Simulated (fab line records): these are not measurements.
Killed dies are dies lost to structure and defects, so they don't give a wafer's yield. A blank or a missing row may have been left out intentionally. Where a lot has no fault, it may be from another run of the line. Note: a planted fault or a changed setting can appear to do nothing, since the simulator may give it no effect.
A struck lot beside a sound one ; flow rit cmos ; 19 steps out of a route of 202
Sound: the wafers L776.1, L776.3, L776.6. The struck wafers were L791.2, L791.3, L791.6. The cause is given at the end.
At each step with rows: each side's tool, then ch and its chambers, then its first start. Under that, the readings that differ: sound wafers ; struck wafers ; difference of the means ; sigmas: that difference in standard deviations of wafers without a fault.
alike: readings whose means differ by less than 2 such deviations, and words and numbers that are the same on both sides. not compared: withheld readings, readings that some wafer has no value for, bounds like >300 that may hide the same value, and numbers for which the record gives no deviation and whose values overlap.
A row with sigmas, a row that says differs or no value, or rows on one side alone: a step with any of these is where the two part. When numbers do not overlap yet have no deviation, they are printed without sigmas and do not part them. A reading missing from all wafers of one side parts the sides only when that side holds two or more wafers.

first, 1 step without rows for these wafers: RIT_SILICIDE_WET_ETCH_00 (etches SiO2 in BOE, target depth 14 nm, time 15 s).
RIT_SILICIDE_SPUTTER_01: material Ti, target thk 30 nm, time 240 s.
  struck on pvd sputter-02, day 6 22:16; sound on pvd sputter-04, day 3 17:38
  alike: substrate temp c, throttle valve pct
RIT_SILICIDE_RS_MEAS_02: uses a four-point probe to measure.
  struck on film metro-01, day 6 22:26; sound on film metro-02, day 3 17:47
  alike: SILICIDE_TI_RS
RIT_SILICIDE_THK_MEAS_03: measures by xrf.
  struck on film metro-01, day 6 22:33; sound on film metro-02, day 3 17:55
  alike: SILICIDE_TI_THK
RIT_SILICIDE_RTA_04: time 10 s, ramp up 5 s, ramp down 5 s.
  sound on rtp anneal-01 ch 0, day 3 17:58; struck on rtp anneal-02 ch 0, day 6 22:37
  alike: wafer_temp_C_max
then, 1 step without rows for these wafers: RIT_SILICIDE_WET_ETCH_05 (etches Ti in SPM, time 120 s).
RIT_SILICIDE_RTA_06: time 10 s, ramp up 5 s, ramp down 10 s.
  sound on rtp anneal-02 ch 0, day 3 18:05; struck on rtp anneal-01 ch 0, day 6 22:44
  alike: wafer_temp_C_max
RIT_CONTACT_CVD_00: deposits SiO2 from TEOS, target thk 400 nm, time 61 s.
  sound on pecvd-03 ch 1,2, day 3 18:09; struck on pecvd-02 ch 0,2, day 6 22:50
  alike: heater power w
  not compared: since wet clean h
RIT_CONTACT_THK_MEAS_01:
  struck on film metro-04, day 6 22:54; sound on film metro-01, day 3 18:12
  alike: CONTACT_TEOS_THK
then, 3 steps without rows for these wafers: RIT_CONTACT_HMDS_02 (prime time 60 s); RIT_CONTACT_COAT_03 (resist thk 1000 nm); RIT_CONTACT_SOFTBAKE_04 (time 60 s).
RIT_CONTACT_EXPOSE_05: exposes mask M11, target cd 1000 nm.
  sound on iline stepper-01 ch 0, day 3 18:50; struck on iline stepper-02 ch 0, day 6 23:33
reading;sound;struck;difference;sigmas
model.CONTACT.overlay x nm (nm);0.2394 0.2394 0.2394;318.9 318.9 318.9;+318.7;
  alike: mask, exposure dose mJ cm2, stage vel mm s
then, 2 steps without rows for these wafers: RIT_CONTACT_PEB_06; RIT_CONTACT_DEVELOP_07 (develop time 120 s).
RIT_CONTACT_CD_MEAS_08 targets a cd of 1000 nm.
  struck on cd sem-02, day 7 00:04; sound on cd sem-02, day 3 19:21
reading;sound;struck;difference;sigmas
cd nm (nm);1000.2 998.7 998.1;1003.5 1003.6 1002.1;+4.1;+2
RIT_CONTACT_OVL_MEAS_09:
  struck on overlay-01, day 7 00:10; sound on overlay-01, day 3 19:28
reading;sound;struck;difference;sigmas
CONTACT_OVL (nm);0.7 1.4 -0.1;317.6 317.5 318.4;+317.2;+99 or more
then, 1 step without rows for these wafers: RIT_CONTACT_HARDBAKE_10 (time 60 s).
RIT_M1_PROBE_99:
  struck on prober-02, day 7 05:23; sound on prober-02, day 4 00:38
reading;sound;struck;difference;sigmas
model.etest.nmos_0p15.junction log10 a um;-13.52 -13.5 -13.48;-10.22 -10.35 -10.55;+3.13;
model.etest.nmos narrow.off log10 a um;-13.36 -13.39 -13.27;-10.22 -10.35 -10.55;+2.97;
model.etest.nmos_0p3.off log10 a um;-13.04 -13.16 -13.21;-10.22 -10.35 -10.55;+2.76;
model.etest.gate end array.leak log10 a um;-12.87 -13.04 -13.17;-9.996 -10.17 -10.35;+2.855;
model.etest.pmos_0p15.junction log10 a um;-13.72 -13.92 -13.83;-11.22 -11.35 -11.55;+2.45;
model.etest.contact diode array.leak log10 a (angstrom);-9.289 -9.663 -9.657;-6.962 -7.072 -7.237;+2.446;
model.etest.pmos_0p3.off log10 a um;-13.09 -12.86 -12.8;-11.2 -11.34 -11.53;+1.6;
model.etest.select edge diode n.leak log10 a (angstrom);-9.517 -9.954 -9.674;-8.221 -8.24 -8.589;+1.365;
  alike: killed at contacts, killed at front end, killed dies, killed open, killed short

## WHERE THEY PART
Earliest at RIT_CONTACT_CD_MEAS_08; latest, in this record, at RIT_CONTACT_OVL_MEAS_09. Later steps at which nothing parts them and some readings are alike: RIT_M1_PROBE_99.

WHY: the cause the simulator had injected
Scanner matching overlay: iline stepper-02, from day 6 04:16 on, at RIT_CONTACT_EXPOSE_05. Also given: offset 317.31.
